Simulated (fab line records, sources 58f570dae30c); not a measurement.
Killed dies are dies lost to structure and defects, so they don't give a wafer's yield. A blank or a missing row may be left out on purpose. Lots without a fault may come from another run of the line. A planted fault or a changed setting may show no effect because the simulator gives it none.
A struck lot beside a sound one | flow berkeley_cmos170 | 14 steps out of a route of 331
Sound: wafers L910.3, L910.4, L910.6. Struck: wafers L918.4, L918.5, L918.6. The cause comes at the end.
At each step with rows: each side's tool, then ch and its chambers, then its first start. Under that, the readings that differ: sound wafers | struck wafers | difference of the means | sigmas: that difference in standard deviations of wafers without a fault.
alike: readings whose means differ by less than 2 such deviations, and words and numbers that are the same on both sides. not compared: withheld readings, readings that some wafer has no value for, bounds like >300 that may hide the same value, and numbers for which the record gives no deviation and whose values overlap.
The two part at a step that has a row with sigmas, a row that says differs or no value, or rows on one side only. Numbers that don't overlap but have no deviation are shown without sigmas and don't part them. A reading that every wafer of one side lacks parts them only if that side has two wafers or more.

UCB170_CONTACT_ETCH_18: etches PSG in CHF3/CF4/Ar, stops on TiSi2, target depth 840 nm, time 195 s.
  sound on rie_diel-02 ch 0,3; struck on rie_diel-02 ch 0,1
  alike: drypump_motor_current_A, oes_product_au, throttle_valve_pct
  not compared: rf_hours_counter_h
UCB170_CONTACT_STRIP_19: strips in O2.
  sound on plasma_asher-03 ch 0,1, day 8 04:46; struck on plasma_asher-02 ch 0,1, day 9 19:31
  alike: drypump_motor_current_A, oes_product_au
  not compared: rf_hours_counter_h
UCB170_CONTACT_CD_MEAS_90: target cd 700 nm.
  sound on cd_sem-01, day 8 04:52; struck on cd_sem-02, day 9 19:39
  alike: cd_nm
then, 1 step without rows for these wafers: UCB170_CONTACT_CLEAN_20 (cleans in SPM, time 600 s).
UCB170_M1_SPUTTER_00: material Al, target thk 600 nm, time 80 s.
  sound on pvd_sputter-04, day 8 05:07; struck on pvd_sputter-03, day 9 19:53
  alike: cathode_dc_power_W, throttle_valve_pct
UCB170_M1_RS_MEAS_01: measures by four-point-probe.
  sound on film_metro-04, day 8 05:13; struck on film_metro-02, day 9 20:01
  alike: M1_AL_RS
UCB170_M1_THK_MEAS_02: measures by xrf.
  sound on film_metro-04, day 8 05:19; struck on film_metro-02, day 9 20:06
  alike: M1_AL_THK
then, 5 steps without rows for these wafers: UCB170_M1_COAT_03; UCB170_M1_COAT_04 (resist thk 900 nm); UCB170_M1_SOFTBAKE_05 (time 60 s); UCB170_M1_EXPOSE_06 (exposes mask METAL1, target cd 700 nm); UCB170_M1_PEB_07.
UCB170_M1_DEVELOP_08: develop time 45 s.
  sound on litho_track-01 ch 0, day 8 06:00; struck on litho_track-01, day 9 21:00
  no value came back on the struck wafers for chill_plate_temp_C (C), develop_time_s (s), resist_line_temp_C (C); on the sound wafers chill_plate_temp_C (C) reads 22.77 22.80 22.88
  reading                             | sound             | struck            | difference | sigmas
  model.KrF_of_M1_COAT_04.thk_nm (nm) | 884.3 885.4 882.1 | 903.6 903.2 903.2 | +19.4      |
UCB170_M1_CD_MEAS_09: target cd 700 nm.
  sound on cd_sem-01, day 8 06:22; struck on cd_sem-02, day 9 21:11
  reading    | sound             | struck | difference                    | sigmas
  cd_nm (nm) | 700.7 700.5 699.3 | - - -  | no value on the struck wafers |

WHERE THEY PART
First at UCB170_M1_DEVELOP_08; last, within this record, at UCB170_M1_CD_MEAS_09.

WHY: what the simulator had put in
Skipped step whole: litho_track-01, from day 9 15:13 on, at UCB170_M1_DEVELOP_08. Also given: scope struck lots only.
